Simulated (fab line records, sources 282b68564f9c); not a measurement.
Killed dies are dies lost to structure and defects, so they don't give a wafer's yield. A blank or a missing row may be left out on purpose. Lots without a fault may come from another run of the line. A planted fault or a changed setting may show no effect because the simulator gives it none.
fab line records | flow rit_cmos | part 1 of 2: steps 1 to 33 of 45
record lots=5 wafers=15 last_day=7
route steps=202 shown GATE@96 REOX@98 NLDD@103 PLDD@114 SPACER@125 NSD@131
lots that met no fault: from a run of the same line without faults
start_h: hours from the record's first day to the start of the lot's first wafer shown | wait_h: hours since the lot's step before | " the same as in the row above | L1.1+2: a row that stands for several wafers | - no value, or no start given | * or withheld: withheld | < > ~ a bound
route shown NAME@n: a module of which the file shows steps, and the number in the route of the first | usual: mean/standard deviation of fault-free wafers | same: alike in all rows | chamber/n: place in a boat | sites: the reading at each site | _std_site: their standard deviation | _edge_site: outer sites' mean less inner sites' | radius_mm: how far each site lies from the wafer's centre | mask NAME#n: copy n | behind: the tool/chamber that last shaped the wafer | hold: why the lot was held/for how many hours/how that ended | device: the transistor (n, p or np) that didn't switch | end of line: the same wafers' tests at the end of the route | a step without rows: its recipe alone | killed: dies lost to structure and defects at the first sort, not the wafer's yield | map: a wafer's dies, x killed, . not, _ none there
set.NAME: the setting as run; set.NAME@STEP: as run at that earlier step | model.NAME: the simulator's own value behind a step, which no gauge read
lots at some steps of the route; a table a step, a row a wafer
services: from which hour (start_h, from the record's first day; less than 0 if before it) a tool's chamber was out of use, for how many hours, and why
## steps
# step RIT_GATE_STRIP_20
# recipe chemistry=O2 time_s=180 resist=NOVOLAK platen_temp_c=withheld power_w=500 pressure_mtorr=4000 o2_flow_sccm=4000
# usual drypump_motor_current_A=5.7/0.52
# columns lot.wafer tool chamber start_h wait_h drypump_motor_current_A rf_hours_counter_h
L076.3 plasma_asher-03 0 48.22 0.1 5.2 -
L076.4 " 1 " " 5.6 -
L076.6 " 0 " " 5.3 -
L086.3 plasma_asher-03 0 103.98 0.1 5.3 -
L086.4 " 1 " " 5.6 -
L086.5 " 1 " " 5.6 -
L092.1 plasma_asher-01 1 132.02 0.1 5.0 1
L092.3 " 0 " " 6.6 -
L092.5 " 0 " " 6.6 -
L094.1 plasma_asher-03 1 144.90 0.1 5.6 52
L094.2 " 0 " " 5.2 52
L094.6 " 0 " " 5.3 -
L096.2 plasma_asher-03 1 155.14 0.1 5.6 53
L096.3 " 1 " " 5.6 -
L096.4 " 0 " " 5.3 -
# step RIT_GATE_CD_MEAS_90
# recipe target_cd_nm=150
# usual cd_nm=151.6/2.4
# columns lot.wafer tool chamber start_h wait_h cd_nm
L076.3 cd_sem-01 - 48.37 0.1 149.6
L076.4 " - " " 148.7
L076.6 " - " " 148.2
L086.3 cd_sem-01 - 104.14 0.1 155.3
L086.4 " - " " 152.1
L086.5 " - " " 154.1
L092.1 cd_sem-02 - 132.20 0.1 155.5
L092.3 " - " " 156.7
L092.5 " - " " 154.2
L094.1 cd_sem-02 - 145.08 0.1 153.0
L094.2 " - " " 152.8
L094.6 " - " " 154.4
L096.2 cd_sem-01 - 155.33 0.1 153.0
L096.3 " - " " 152.8
L096.4 " - " " 153.4
# step RIT_REOX_CLEAN_00
# recipe chemistry=SC1 mix=3:3:50 time_s=600 temp_c=73.99
# columns lot.wafer tool chamber start_h wait_h
L076.3+4+6 wet_bench-01 3 48.45 0.1
L086.3+4+5 wet_bench-03 2 104.22 0.1
L092.1+3+5 wet_bench-01 0 132.32 0.1
L094.1+2+6 wet_bench-03 1 145.20 0.1
L096.2+3+4 wet_bench-01 1 155.43 0.1
# step RIT_REOX_CLEAN_01
# recipe chemistry=dHF dilution=50:1 time_s=30
# columns lot.wafer tool chamber start_h wait_h
L076.3+4+6 wet_bench-03 2 48.63 0.0
L086.3+4+5 wet_bench-01 1 104.40 0.0
L092.1+3+5 wet_bench-02 3 132.49 0.0
L094.1+2+6 wet_bench-03 1 145.39 0.0
L096.2+3+4 wet_bench-02 1 155.61 0.0
# step RIT_REOX_CLEAN_02
# recipe chemistry=SC2 mix=3:3:50 time_s=600 temp_c=75 dry=n2_spin
# columns lot.wafer tool chamber start_h wait_h
L076.3+4+6 wet_bench-02 2 48.65 0.0
L086.3+4+5 wet_bench-02 2 104.41 0.0
L092.1+3+5 wet_bench-03 3 132.51 0.0
L094.1+2+6 wet_bench-03 2 145.40 0.0
L096.2+3+4 wet_bench-01 1 155.62 0.0
# step RIT_REOX_OXIDATION_03
# recipe temp_c=900 ambient=O2 target_thk_a=252 ox_time_s=5580
# usual ox_temp_c=900.0/0.38
# columns lot.wafer tool chamber start_h wait_h ox_temp_c
L076.3 furnace-04 0 49.67 0.8 899.6
L076.4 " 0 " " 899.9
L076.6 " 0 " " 900.4
L086.3 furnace-04 0 104.59 0.0 900.2
L086.4 " 0 " " 900.3
L086.5 " 0 " " 899.8
L092.1 furnace-01 0 134.21 1.5 900.4
L092.3 " 0 " " 899.5
L092.5 " 0 " " 900.3
L094.1 furnace-03 0 147.90 2.3 900.2
L094.2 " 0 " " 900.1
L094.6 " 0 " " 899.9
L096.2 furnace-03 0 157.65 1.8 900.3
L096.3 " 0 " " 900.2
L096.4 " 0 " " 900.3
# step RIT_REOX_THK_MEAS_04
# recipe reads=SiO2_of_REOX_OXIDATION_03
# usual REOX_OXIDE_THK=25.4/0.52
# columns lot.wafer tool chamber start_h wait_h REOX_OXIDE_THK[nm]
L076.3 film_metro-04 - 52.24 0.0 25.7
L076.4 " - " " 25.9
L076.6 " - " " 25.7
L086.3 film_metro-03 - 107.16 0.0 26.1
L086.4 " - " " 25.9
L086.5 " - " " 26.2
L092.1 film_metro-01 - 136.76 0.0 24.6
L092.3 " - " " 25.2
L092.5 " - " " 24.7
L094.1 film_metro-03 - 150.45 0.0 25.4
L094.2 " - " " 25.7
L094.6 " - " " 25.0
L096.2 film_metro-01 - 160.21 0.0 24.9
L096.3 " - " " 25.1
L096.4 " - " " 25.2
# step RIT_NLDD_HMDS_00
# recipe prime_time_s=60 prime_temp_c=140
# columns lot.wafer tool chamber start_h wait_h
L076.3+4+6 litho_track-02 0 52.34 0.1
L086.3+4+5 litho_track-04 0 107.25 0.1
L092.1+3+5 litho_track-03 0 136.82 0.1
L094.1+2+6 litho_track-02 0 150.52 0.1
L096.2+3+4 litho_track-02 0 160.28 0.1
# step RIT_NLDD_COAT_01
# recipe resist=NOVOLAK spin_rpm=3250 resist_thk_nm=1000
# columns lot.wafer tool chamber start_h wait_h
L076.3+4+6 litho_track-02 0 52.49 0.1
L086.3+4+5 litho_track-04 0 107.40 0.1
L092.1+3+5 litho_track-03 0 136.97 0.1
L094.1+2+6 litho_track-02 0 150.67 0.1
L096.2+3+4 litho_track-02 0 160.43 0.1
# step RIT_NLDD_SOFTBAKE_02
# recipe resist=NOVOLAK temp_c=90 time_s=60
# usual plate_temp_C=89.98/0.12
# columns lot.wafer tool chamber start_h wait_h plate_temp_C
L076.3 litho_track-02 0 52.64 0.1 89.97
L076.4 " 0 " " 90.09
L076.6 " 0 " " 89.97
L086.3 litho_track-04 0 107.55 0.1 89.69
L086.4 " 0 " " 89.76
L086.5 " 0 " " 89.89
L092.1 litho_track-03 0 137.12 0.1 89.75
L092.3 " 0 " " 89.80
L092.5 " 0 " " 89.69
L094.1 litho_track-02 0 150.82 0.1 90.08
L094.2 " 0 " " 90.17
L094.6 " 0 " " 90.23
L096.2 litho_track-02 0 160.58 0.1 90.08
L096.3 " 0 " " 90.08
L096.4 " 0 " " 89.99
# step RIT_NLDD_EXPOSE_03
# recipe mask_id=M7 na=0.57 target_cd_nm=40700 dose_mj=250
# columns lot.wafer tool chamber start_h wait_h mask
L076.3+4+6 iline_stepper-02 0 52.90 0.2 M7#0
L086.3+4+5 iline_stepper-01 0 107.81 0.2 M7#0
L092.1+3+5 iline_stepper-02 0 137.39 0.2 M7#0
L094.1+2+6 iline_stepper-02 0 151.09 0.2 M7#0
L096.2+3+4 iline_stepper-01 0 160.73 0.1 M7#0
# step RIT_NLDD_PEB_04
# recipe resist=NOVOLAK temp_c=withheld time_s=withheld
# columns lot.wafer tool chamber start_h wait_h
L076.3+4+6 litho_track-03 0 53.09 0.2
L086.3+4+5 litho_track-03 0 107.99 0.2
L092.1+3+5 litho_track-02 0 137.51 0.1
L094.1+2+6 litho_track-03 0 151.21 0.1
L096.2+3+4 litho_track-04 0 160.85 0.1
# step RIT_NLDD_DEVELOP_05
# recipe resist=NOVOLAK develop_time_s=50 dev_temp_c=23
# usual developer_temp_C=22.99/0.099
# columns lot.wafer tool chamber start_h wait_h developer_temp_C
L076.3 litho_track-03 0 - - 22.91
L076.4 " 0 " " 23.13
L076.6 " 0 " " 22.96
L086.3 litho_track-03 0 - - 22.91
L086.4 " 0 " " 23.13
L086.5 " 0 " " 23.05
L092.1 litho_track-02 0 - - 23.00
L092.3 " 0 " " 23.04
L092.5 " 0 " " 23.03
L094.1 litho_track-03 0 - - 22.73
L094.2 " 0 " " 22.95
L094.6 " 0 " " 22.89
L096.2 litho_track-04 0 - - 22.90
L096.3 " 0 " " 23.01
L096.4 " 0 " " 22.96
# step RIT_NLDD_OVL_MEAS_06
# usual NLDD_OVL=0.4/1.4
# columns lot.wafer tool chamber start_h wait_h NLDD_OVL[nm]
L076.3 overlay-01 - 53.34 - 0.2
L076.4 " - " " -1.3
L076.6 " - " " 1.5
L086.3 overlay-01 - 108.23 - -0.3
L086.4 " - " " -2.3
L086.5 " - " " -1.0
L092.1 overlay-02 - 137.79 - 1.6
L092.3 " - " " 1.7
L092.5 " - " " 0.0
L094.1 overlay-02 - 151.49 - -2.0
L094.2 " - " " -2.1
L094.6 " - " " -1.9
L096.2 overlay-01 - 161.11 - -1.9
L096.3 " - " " 0.8
L096.4 " - " " 0.6
# step RIT_NLDD_HARDBAKE_07
# recipe resist=NOVOLAK temp_c=140 time_s=60
# usual plate_temp_C=140.01/0.16
# columns lot.wafer tool chamber start_h wait_h plate_temp_C
L076.3 litho_track-02 0 53.41 0.1 140.05
L076.4 " 0 " " 139.86
L076.6 " 0 " " 139.93
L086.3 litho_track-03 0 108.30 0.1 140.27
L086.4 " 0 " " 140.15
L086.5 " 0 " " 140.03
L092.1 litho_track-02 0 137.83 0.0 139.95
L092.3 " 0 " " 140.17
L092.5 " 0 " " 140.36
L094.1 litho_track-02 0 151.53 0.0 139.93
L094.2 " 0 " " 139.65
L094.6 " 0 " " 140.17
L096.2 litho_track-04 0 161.17 0.0 140.00
L096.3 " 0 " " 140.19
L096.4 " 0 " " 140.21
# step RIT_NLDD_IMPLANT_08
# recipe species=P energy_kev=20 dose_cm2=5e+14 tilt_deg=7
# usual beam_on_s=10.00/0.19
# columns lot.wafer tool chamber start_h wait_h beam_on_s
L076.3 implanter-03 0 53.56 0.1 9.66
L076.4 " 0 " " 9.78
L076.6 " 0 " " 10.15
L086.3 implanter-02 0 108.45 0.1 10.14
L086.4 " 0 " " 9.84
L086.5 " 0 " " 10.19
L092.1 implanter-03 0 137.98 0.1 10.06
L092.3 " 0 " " 9.74
L092.5 " 0 " " 10.04
L094.1 implanter-02 0 151.68 0.1 9.72
L094.2 " 0 " " 9.74
L094.6 " 0 " " 10.05
L096.2 implanter-03 0 161.32 0.1 10.09
L096.3 " 0 " " 9.93
L096.4 " 0 " " 9.95
# step RIT_NLDD_STRIP_09
# recipe chemistry=O2 time_s=180 resist=NOVOLAK platen_temp_c=withheld power_w=500 pressure_mtorr=4000 o2_flow_sccm=4000
# usual drypump_motor_current_A=5.9/0.42
# columns lot.wafer tool chamber start_h wait_h drypump_motor_current_A rf_hours_counter_h
L076.3 plasma_asher-02 0 53.72 0.1 6.2 -
L076.4 " 1 " " 5.7 -
L076.6 " 1 " " 5.7 -
L086.3 plasma_asher-04 1 108.61 0.1 5.7 -
L086.4 " 0 " " 6.0 -
L086.5 " 1 " " 5.7 -
L092.1 plasma_asher-01 0 138.13 0.1 6.6 1
L092.3 " 0 " " 6.6 -
L092.5 " 1 " " 5.0 -
L094.1 plasma_asher-01 0 151.83 0.1 6.6 2
L094.2 " 1 " " 5.0 2
L094.6 " 0 " " 6.6 -
L096.2 plasma_asher-01 1 161.44 0.1 5.0 3
L096.3 " 1 " " 5.0 -
L096.4 " 0 " " 6.6 -
# step RIT_NLDD_TW_MEAS_10
# usual NLDD_TW=2495/20
# columns lot.wafer tool chamber start_h wait_h NLDD_TW
L076.3 film_metro-01 - 53.86 0.1 2470
L076.4 " - " " 2476
L076.6 " - " " 2465
L086.3 film_metro-04 - 108.75 0.1 2481
L086.4 " - " " 2483
L086.5 " - " " 2495
L092.1 film_metro-02 - 138.30 0.1 2528
L092.3 " - " " 2528
L092.5 " - " " 2526
L094.1 film_metro-01 - 152.00 0.1 2473
L094.2 " - " " 2488
L094.6 " - " " 2476
L096.2 film_metro-02 - 161.63 0.1 2526
L096.3 " - " " 2538
L096.4 " - " " 2511
# step RIT_PLDD_HMDS_00
# recipe prime_time_s=60 prime_temp_c=140
# columns lot.wafer tool chamber start_h wait_h
L076.3+4+6 litho_track-01 0 53.95 0.1
L086.3+4+5 litho_track-01 0 108.84 0.1
L092.1+3+5 litho_track-01 0 138.36 0.1
L094.1+2+6 litho_track-01 0 152.06 0.1
L096.2+3+4 litho_track-01 0 161.70 0.1
# step RIT_PLDD_COAT_01
# recipe resist=NOVOLAK spin_rpm=3250 resist_thk_nm=984.3
# columns lot.wafer tool chamber start_h wait_h
L076.3+4+6 litho_track-01 0 54.10 0.1
L086.3+4+5 litho_track-01 0 108.99 0.1
L092.1+3+5 litho_track-01 0 138.51 0.1
L094.1+2+6 litho_track-01 0 152.21 0.1
L096.2+3+4 litho_track-01 0 161.85 0.1
# step RIT_PLDD_SOFTBAKE_02
# recipe resist=NOVOLAK temp_c=90 time_s=60
# usual plate_temp_C=90.01/0.11
# columns lot.wafer tool chamber start_h wait_h plate_temp_C
L076.3 litho_track-01 0 54.25 0.1 90.09
L076.4 " 0 " " 89.84
L076.6 " 0 " " 90.04
L086.3 litho_track-01 0 109.14 0.1 90.08
L086.4 " 0 " " 90.26
L086.5 " 0 " " 90.20
L092.1 litho_track-01 0 138.66 0.1 90.07
L092.3 " 0 " " 89.88
L092.5 " 0 " " 90.04
L094.1 litho_track-01 0 152.36 0.1 89.76
L094.2 " 0 " " 89.80
L094.6 " 0 " " 89.86
L096.2 litho_track-01 0 162.00 0.1 89.93
L096.3 " 0 " " 89.83
L096.4 " 0 " " 90.07
# step RIT_PLDD_EXPOSE_03
# recipe mask_id=M8 na=0.57 target_cd_nm=40900 dose_mj=250
# columns lot.wafer tool chamber start_h wait_h mask
L076.3+4+6 iline_stepper-02 0 54.39 0.1 M8#0
L086.3+4+5 iline_stepper-01 0 109.40 0.2 M8#0
L092.1+3+5 iline_stepper-02 0 138.94 0.2 M8#0
L094.1+2+6 iline_stepper-01 0 152.51 0.1 M8#0
L096.2+3+4 iline_stepper-01 0 162.27 0.2 M8#0
# step RIT_PLDD_PEB_04
# recipe resist=NOVOLAK temp_c=withheld time_s=withheld
# columns lot.wafer tool chamber start_h wait_h
L076.3+4+6 litho_track-01 0 54.51 0.1
L086.3+4+5 litho_track-01 0 109.53 0.1
L092.1+3+5 litho_track-01 0 139.06 0.1
L094.1+2+6 litho_track-01 0 152.63 0.1
L096.2+3+4 litho_track-03 0 162.40 0.1
# step RIT_PLDD_DEVELOP_05
# recipe resist=NOVOLAK develop_time_s=50 dev_temp_c=23
# usual developer_temp_C=22.99/0.11
# columns lot.wafer tool chamber start_h wait_h developer_temp_C
L076.3 litho_track-01 0 - - 22.99
L076.4 " 0 " " 22.82
L076.6 " 0 " " 23.00
L086.3 litho_track-01 0 - - 23.06
L086.4 " 0 " " 23.11
L086.5 " 0 " " 23.30
L092.1 litho_track-01 0 - - 22.88
L092.3 " 0 " " 23.04
L092.5 " 0 " " 22.88
L094.1 litho_track-01 0 - - 23.08
L094.2 " 0 " " 22.90
L094.6 " 0 " " 22.94
L096.2 litho_track-03 0 - - 22.99
L096.3 " 0 " " 22.95
L096.4 " 0 " " 22.97
# step RIT_PLDD_OVL_MEAS_06
# usual PLDD_OVL=0.5/1.4
# columns lot.wafer tool chamber start_h wait_h PLDD_OVL[nm]
L076.3 overlay-02 - 54.76 - 2.3
L076.4 " - " " 0.5
L076.6 " - " " 3.1
L086.3 overlay-02 - 109.78 - 0.4
L086.4 " - " " -0.1
L086.5 " - " " 1.1
L092.1 overlay-02 - 139.34 - 1.0
L092.3 " - " " -0.6
L092.5 " - " " -0.7
L094.1 overlay-01 - 152.91 - 0.7
L094.2 " - " " -1.2
L094.6 " - " " -1.0
L096.2 overlay-01 - 162.66 - -0.6
L096.3 " - " " 0.3
L096.4 " - " " -0.2
# step RIT_PLDD_HARDBAKE_07
# recipe resist=NOVOLAK temp_c=140 time_s=60
# usual plate_temp_C=140.04/0.16
# columns lot.wafer tool chamber start_h wait_h plate_temp_C
L076.3 litho_track-04 0 54.83 0.1 139.64
L076.4 " 0 " " 139.91
L076.6 " 0 " " 140.14
L086.3 litho_track-04 0 109.85 0.1 140.21
L086.4 " 0 " " 140.07
L086.5 " 0 " " 139.96
L092.1 litho_track-03 0 139.38 0.0 139.98
L092.3 " 0 " " 140.06
L092.5 " 0 " " 139.92
L094.1 litho_track-04 0 152.95 0.0 140.20
L094.2 " 0 " " 139.99
L094.6 " 0 " " 140.18
L096.2 litho_track-01 0 162.71 0.0 139.67
L096.3 " 0 " " 139.96
L096.4 " 0 " " 139.88
# step RIT_PLDD_IMPLANT_08
# recipe species=BF2 energy_kev=20.34 dose_cm2=9e+14 tilt_deg=7
# usual beam_on_s=9.99/0.21
# columns lot.wafer tool chamber start_h wait_h beam_on_s
L076.3 implanter-03 0 54.98 0.1 10.28
L076.4 " 0 " " 10.21
L076.6 " 0 " " 9.62
L086.3 implanter-02 0 110.00 0.1 10.40
L086.4 " 0 " " 9.89
L086.5 " 0 " " 9.82
L092.1 implanter-01 0 139.53 0.1 10.34
L092.3 " 0 " " 10.29
L092.5 " 0 " " 10.41
L094.1 implanter-02 0 153.10 0.1 10.00
L094.2 " 0 " " 9.97
L094.6 " 0 " " 9.96
L096.2 implanter-02 0 162.86 0.1 10.11
L096.3 " 0 " " 9.91
L096.4 " 0 " " 9.96
# step RIT_PLDD_STRIP_09
# recipe chemistry=O2 time_s=180 resist=NOVOLAK platen_temp_c=withheld power_w=500 pressure_mtorr=4000 o2_flow_sccm=4000
# usual drypump_motor_current_A=5.7/0.49
# columns lot.wafer tool chamber start_h wait_h drypump_motor_current_A rf_hours_counter_h
L076.3 plasma_asher-03 1 55.14 0.1 5.6 -
L076.4 " 0 " " 5.3 -
L076.6 " 1 " " 5.6 -
L086.3 plasma_asher-03 0 110.16 0.1 5.3 -
L086.4 " 1 " " 5.6 -
L086.5 " 1 " " 5.6 -
L092.1 plasma_asher-01 1 139.68 0.1 5.0 2
L092.3 " 0 " " 6.6 -
L092.5 " 1 " " 5.0 -
L094.1 plasma_asher-01 1 153.25 0.1 5.0 3
L094.2 " 0 " " 6.7 3
L094.6 " 0 " " 6.7 -
L096.2 plasma_asher-03 1 162.99 0.1 5.6 54
L096.3 " 0 " " 5.3 -
L096.4 " 1 " " 5.6 -
# step RIT_PLDD_TW_MEAS_10
# usual PLDD_TW=2369/17
# columns lot.wafer tool chamber start_h wait_h PLDD_TW
L076.3 film_metro-02 - 55.28 0.1 2386
L076.4 " - " " 2394
L076.6 " - " " 2379
L086.3 film_metro-02 - 110.30 0.1 2364
L086.4 " - " " 2379
L086.5 " - " " 2359
L092.1 film_metro-02 - 139.85 0.1 2387
L092.3 " - " " 2379
L092.5 " - " " 2370
L094.1 film_metro-02 - 153.43 0.1 2398
L094.2 " - " " 2409
L094.6 " - " " 2405
L096.2 film_metro-01 - 163.17 0.1 2346
L096.3 " - " " 2359
L096.4 " - " " 2362
# step RIT_SPACER_CLEAN_00
# recipe chemistry=SC1 mix=3:3:50 time_s=600 temp_c=75
# columns lot.wafer tool chamber start_h wait_h
L076.3+4+6 wet_bench-01 1 55.32 0.0
L086.3+4+5 wet_bench-01 0 110.34 0.0
L092.1+3+5 wet_bench-04 3 139.91 0.1
L094.1+2+6 wet_bench-02 3 153.49 0.1
L096.2+3+4 wet_bench-02 0 163.22 0.0
# step RIT_SPACER_CLEAN_01
# recipe chemistry=dHF dilution=50:1 time_s=30
# columns lot.wafer tool chamber start_h wait_h
L076.3+4+6 wet_bench-01 2 55.51 0.0
L086.3+4+5 wet_bench-02 2 110.53 0.0
L092.1+3+5 wet_bench-01 1 140.09 0.0
L094.1+2+6 wet_bench-04 3 153.66 0.0
L096.2+3+4 wet_bench-04 1 163.40 0.0
# step RIT_SPACER_CLEAN_02
# recipe chemistry=SC2 mix=3:3:50 time_s=600 temp_c=75 dry=n2_spin
# columns lot.wafer tool chamber start_h wait_h
L076.3+4+6 wet_bench-01 3 55.53 0.0
L086.3+4+5 wet_bench-04 1 110.54 0.0
L092.1+3+5 wet_bench-04 0 140.10 0.0
L094.1+2+6 wet_bench-01 2 153.68 0.0
L096.2+3+4 wet_bench-02 3 163.42 0.0
# step RIT_SPACER_CVD_03
# recipe material=Si3N4 target_thk_nm=250 temp_c=810 precursor=SiH2Cl2/NH3 time_s=3300 pressure_mtorr=300 sih2cl2_flow_sccm=60 nh3_flow_sccm=150
# columns lot.wafer tool chamber start_h wait_h
L076.3+4+6 lpcvd-02 1 55.72 0.0
L086.3+4+5 lpcvd-02 1 110.73 0.0
L092.1+3+5 lpcvd-02 1 140.28 0.0
L094.1+2+6 lpcvd-02 0 153.85 0.0
L096.2+3+4 lpcvd-02 1 163.59 0.0
